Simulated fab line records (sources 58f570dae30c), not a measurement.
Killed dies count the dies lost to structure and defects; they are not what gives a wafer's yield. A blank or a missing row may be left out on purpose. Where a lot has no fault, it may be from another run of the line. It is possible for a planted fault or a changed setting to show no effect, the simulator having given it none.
Which of the tools did it? -- flow berkeley-cmos170 -- 38 wafers from 13 lots sampled at 4 of the route's 331 steps

## WHAT EACH GAUGE READ, for each wafer
UCB170_PWELL_THK_MEAS_06.
lot,measured,on,PWELL_NITRIDE_THK (nm)
L659,day 2 17:42,film-metro-01,221.8 219.6 221.2
L661,day 3 07:55,film-metro-03,221.1 221.2 223.0
L662,day 3 07:56,film-metro-04,221.7 223.8 222.0
L663,day 4 06:36,film-metro-01,222.2 220.2 221.5
L664,day 3 20:55,film-metro-04,220.2 219.9 218.7
L665,day 4 06:35,film-metro-04,220.6 218.8 219.6
L668,day 4 22:44,film-metro-01,218.3 219.7 219.3
L669,day 5 04:44,film-metro-04,220.5 222.9 222.7
L671,day 5 06:22,film-metro-03,218.7 218.5 221.2
L672,day 5 15:04,film-metro-04,220.3 219.5 221.6
L674,day 5 20:45,film-metro-01,217.2 218.8
L675,day 6 08:10,film-metro-01,219.2 221.0 219.6
L679,day 7 08:33,film-metro-03,219.9 220.6 219.7

UCB170_M3_OVL_MEAS_16.
lot,measured,on,M3_OVL (nm)
L659,day 6 21:59,overlay-02,-2 -1 -7
L661,day 8 07:16,overlay-02,1 -5 9
L662,day 8 07:10,overlay-02,4 5 6
L663,day 9 00:20,overlay-01,4 -2 0
L664,day 8 09:43,overlay-01,7 1 1
L665,day 8 23:38,overlay-02,3 1 10
L668,day 9 12:13,overlay-02,2 5 -2
L669,day 10 01:17,overlay-01,1 -4 2
L671,day 10 02:17,overlay-01,5 8 0
L672,day 10 19:54,overlay-02,6 7 2
L674,day 10 20:11,overlay-02,-4 0
L675,day 11 08:08,overlay-02,9 2 1
L679,day 11 21:38,overlay-02,-3 -2 -2

## TOOL THAT RAN EACH LOT (tool first, then ch and the chambers of the sampled wafers, then the start)
lot,UCB170_ZERO_STRIP_07,UCB170_NLDD_EXPOSE_03
L659,"plasma-asher-01 ch 1, day 1 15:57","krf-scanner-02 ch 0, day 5 13:44"
L661,"plasma-asher-04 ch 0,1, day 2 02:44","krf-scanner-01 ch 0, day 6 23:02"
L662,"plasma-asher-01 ch 0,1, day 2 08:55","krf-scanner-02 ch 0, day 6 22:52"
L663,"plasma-asher-02 ch 0,1, day 2 13:07","krf-scanner-02 ch 0, day 7 12:26"
L664,"plasma-asher-01 ch 0,1, day 2 17:12","krf-scanner-01 ch 0, day 6 23:17"
L665,"plasma-asher-01 ch 0,1, day 2 23:26","krf-scanner-01 ch 0, day 7 12:41"
L668,"plasma-asher-04 ch 0,1, day 3 13:19","krf-scanner-02 ch 0, day 8 06:12"
L669,"plasma-asher-04 ch 0,1, day 3 21:39","krf-scanner-02 ch 0, day 8 13:48"
L671,"plasma-asher-02 ch 0,1, day 4 07:39","krf-scanner-02 ch 0, day 8 14:08"
L672,"plasma-asher-02 ch 0,1, day 4 13:19","krf-scanner-01 ch 0, day 9 00:39"
L674,"plasma-asher-04 ch 0,1, day 4 20:02","krf-scanner-02 ch 0, day 9 06:37"
L675,"plasma-asher-04 ch 0,1, day 5 00:43","krf-scanner-01 ch 0, day 9 19:27"
L679,"plasma-asher-01 ch 0,1, day 6 00:39","krf-scanner-01 ch 0, day 10 15:50"
- UCB170_ZERO_STRIP_07: strips in O2.
- UCB170_NLDD_EXPOSE_03: exposes mask NSELECT, target cd 1200 nm.

## AS READ BY THE TOOLS THEMSELVES (means over the sampled wafers that have a number; for cases with no such wafer, the mark the record gives instead)
UCB170_ZERO_STRIP_07.
lot,tool,drypump-motor-current-A (A),oes-product-au (a.u.),strip-time-to-endpoint-s (s)
L659,plasma-asher-01,6.1,0.731,21.49
L661,plasma-asher-04,5.4,0.731,21.33
L662,plasma-asher-01,5.8,0.728,21.46
L663,plasma-asher-02,5.7,0.723,21.41
L664,plasma-asher-01,5.5,0.728,21.37
L665,plasma-asher-01,5.8,0.728,21.49
L668,plasma-asher-04,5.1,0.727,21.53
L669,plasma-asher-04,5.5,0.725,21.40
L671,plasma-asher-02,5.7,0.724,21.43
L672,plasma-asher-02,6.0,0.728,21.54
L674,plasma-asher-04,5.3,0.718,21.50
L675,plasma-asher-04,5.4,0.723,21.52
L679,plasma-asher-01,5.8,0.728,21.35

UCB170_NLDD_EXPOSE_03.
lot,tool,exposure-dose-mJ-cm2
L659,krf-scanner-02,30.028
L661,krf-scanner-01,29.998
L662,krf-scanner-02,30.014
L663,krf-scanner-02,29.972
L664,krf-scanner-01,29.955
L665,krf-scanner-01,29.989
L668,krf-scanner-02,30.005
L669,krf-scanner-02,30.022
L671,krf-scanner-02,29.984
L672,krf-scanner-01,29.991
L674,krf-scanner-02,29.868
L675,krf-scanner-01,29.991
L679,krf-scanner-01,29.978

## THE ANSWER, worked out from the rows above alone
Rule: the lots themselves supply what counts as usual. The widest of any qualifying gaps counts: lots, ordered by their means at a reading, are off when they make up no more than a third of the lots, leave a main group of 4 or more, and stand apart from it by 3 or more times the standard deviation of that group's means. If all means in a main group match to the digits the tables above print for the reading, that group is not used. Also off: a lot with no number at a reading for which 4 or more lots have one. Where the step has rows for the other lots, those lots are counted as sound. First the gauges in route order, then the tools' own readings, where a lot's mean is used as printed above. The first step at which some lot is off is used, and at that step the reading that is off furthest; a lot without a number counts as furthest.
Off: L674, at UCB170_NLDD_EXPOSE_03 (exposure-dose-mJ-cm2). For the main group the mean is 29.994 and the standard deviation 0.02.
A tool fits if, at that step or a process step before it, it ran every lot that is off, and no sound lot after the first of them. One candidate fits, namely krf-scanner-02 at UCB170_NLDD_EXPOSE_03. A fault onset in the window from L671 (day 8 14:08, its last sound lot) to L674 (day 9 06:37, its first lot off) fits.
On the lots that are off, the tool's own readings at UCB170_NLDD_EXPOSE_03 differ by more than 5 times the standard deviation of the sound lots' means, which bears it out; exposure-dose-mJ-cm2 reads 29.868 there versus 29.994 on the sound lots.

## WHAT THE SIMULATOR HAD INSERTED
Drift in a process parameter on krf-scanner-02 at UCB170_NLDD_EXPOSE_03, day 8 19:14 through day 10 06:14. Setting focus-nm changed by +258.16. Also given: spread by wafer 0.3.
Shown lots that were struck: L674. The rule above reached the same finding.
